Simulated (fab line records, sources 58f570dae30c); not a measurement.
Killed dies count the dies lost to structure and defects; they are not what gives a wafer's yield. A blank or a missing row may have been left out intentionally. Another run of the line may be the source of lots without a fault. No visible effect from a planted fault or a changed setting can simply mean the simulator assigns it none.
Split-lot trial ; flow berkeleyCmos170 ; 5 lots, 23 wafers read, on a route of 331 steps

ON THE SPLIT
At UCB170_GATE_PEB_10, the setting pebTempC was moved away from the recipe's 130 C on 9 of the 23 wafers read, by -2.0% to +0.8%. All remaining wafers had this setting at the recipe value.

FROM THE SPLIT TO THE READING: what the file shows between them, 5 steps
- UCB170_GATE_DEVELOP_11: develop time 45 s
- UCB170_GATE_CD_MEAS_12: target cd 350 nm
- UCB170_GATE_ETCH_14: etches BARC in N2/H2
- UCB170_GATE_ETCH_15: etches poly-Si in HBr/Cl2, stops on SiO2, time 56.3 s, target depth 278.2 nm
- UCB170_GATE_STRIP_16: strips in O2

THE READING
Shown in nm: cdNm at UCB170_GATE_CD_MEAS_90, with target cd 350 nm. Typical for fault-free wafers on this fab line: 349.8 nm, with standard deviation 1.4 nm.

wafer;tool, chamber at the split;pebTempC as run, C;against the recipe;cdNm, nm;against lot-mates on the recipe
L074.1;lithoTrack-02, 0;130;recipe;349.6;-
L074.2;lithoTrack-02, 0;130;recipe;349.4;-
L074.3;lithoTrack-02, 0;127.4;-2.0%;370.6;+21.1
L074.5;lithoTrack-02, 0;127.4;-2.0%;371.7;+22.2
L074.6;lithoTrack-02, 0;127.4;-2.0%;369.8;+20.3
L076.2;lithoTrack-02, 0;130;recipe;349.9;-
L076.3;lithoTrack-02, 0;130;recipe;349.4;-
L076.4;lithoTrack-02, 0;130;recipe;349.9;-
L076.5;lithoTrack-02, 0;130;recipe;348.4;-
L076.6;lithoTrack-02, 0;130;recipe;349.6;-
L084.1;lithoTrack-01, 0;130;recipe;348.8;-
L084.3;lithoTrack-01, 0;130;recipe;348.1;-
L084.6;lithoTrack-01, 0;130;recipe;348.7;-
L083.1;lithoTrack-03, 0;130;recipe;349.4;-
L083.3;lithoTrack-03, 0;131;+0.8%;344.2;-5.4
L083.4;lithoTrack-03, 0;131;+0.8%;342.3;-7.3
L083.5;lithoTrack-03, 0;131;+0.8%;344.2;-5.4
L083.6;lithoTrack-03, 0;130;recipe;349.9;-
L085.1;lithoTrack-03, 0;128.5;-1.2%;358.5;+10.7
L085.2;lithoTrack-03, 0;130;recipe;346.8;-
L085.4;lithoTrack-03, 0;128.5;-1.2%;357.1;+9.3
L085.5;lithoTrack-03, 0;130;recipe;348.8;-
L085.6;lithoTrack-03, 0;128.5;-1.2%;357.4;+9.6

THE FIT
A straight line over all 23 wafers: cdNm changes by -9.6 nm for each +1% of pebTempC; r = -0.98; the points scatter about the line by 1.7 nm.
The same after taking each lot's own level away (the mean of its wafers on the recipe; 23 wafers): -9.78 nm for each +1%; r = -0.99; scatter 1.2 nm.
On that fit, the largest move of pebTempC shifts the reading by 20 nm.
The lots' own levels span 347.80 to 349.65 nm, that is 1.3 times the standard deviation above.
So the lot-to-lot level changes the slope little: the two slopes agree.
Check: with one of the wafers moved furthest among these (-2.0%) left out of the fit, the line predicts +19.4 nm for it against its lot-mates. It came out at +21.1 nm against them.

ADDITIONAL SPLITS CARRIED BY THESE WAFERS
Note: prior to the reading, these wafers also went through further splits. Each is held against what the fit with the lots' levels taken away leaves over:
other split on the same wafers;wafers away from the commonest value;r with cdNm (lot level and that fit taken away)
UCB170_ZERO_COAT_01 spinRpm;5;+0.42
UCB170_ZERO_EXPOSE_03 doseMj;7;-0.05
UCB170_NWELL_CVD_04 pressureMtorr;18;-0.25
UCB170_PWELL_COAT_08 resistThkNm;7;+0.10
UCB170_PWELL_ETCH_14 timeS;8;-0.24
UCB170_SACOX_OXIDATION_01 oxTimeS;15;-0.06
UCB170_NVT_COAT_01 resistThkNm;7;-0.26
UCB170_NVT_DEVELOP_05 devTempC;5;+0.07

THE WHOLE CHAIN: every reading that the file lists as answering this split, in the file's order
step;what it does;reading;change (the file's fit);r (the file's)
UCB170_GATE_CD_MEAS_12;target cd 350 nm;cdNm;-9.76 nm for each +1% of the setting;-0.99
UCB170_GATE_ETCH_15;etches poly-Si in HBr/Cl2, stops on SiO2, time 56.3 s, target depth 278.2 nm;GATE.cdNm (the simulator's own value, which no gauge read);-9.94 nm for each +1% of the setting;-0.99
UCB170_GATE_CD_MEAS_90;target cd 350 nm;cdNm;-9.87 nm for each +1% of the setting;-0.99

THE FILE'S OWN FIT
cdNm changes by -9.87 nm for each +1% of pebTempC, r = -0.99.
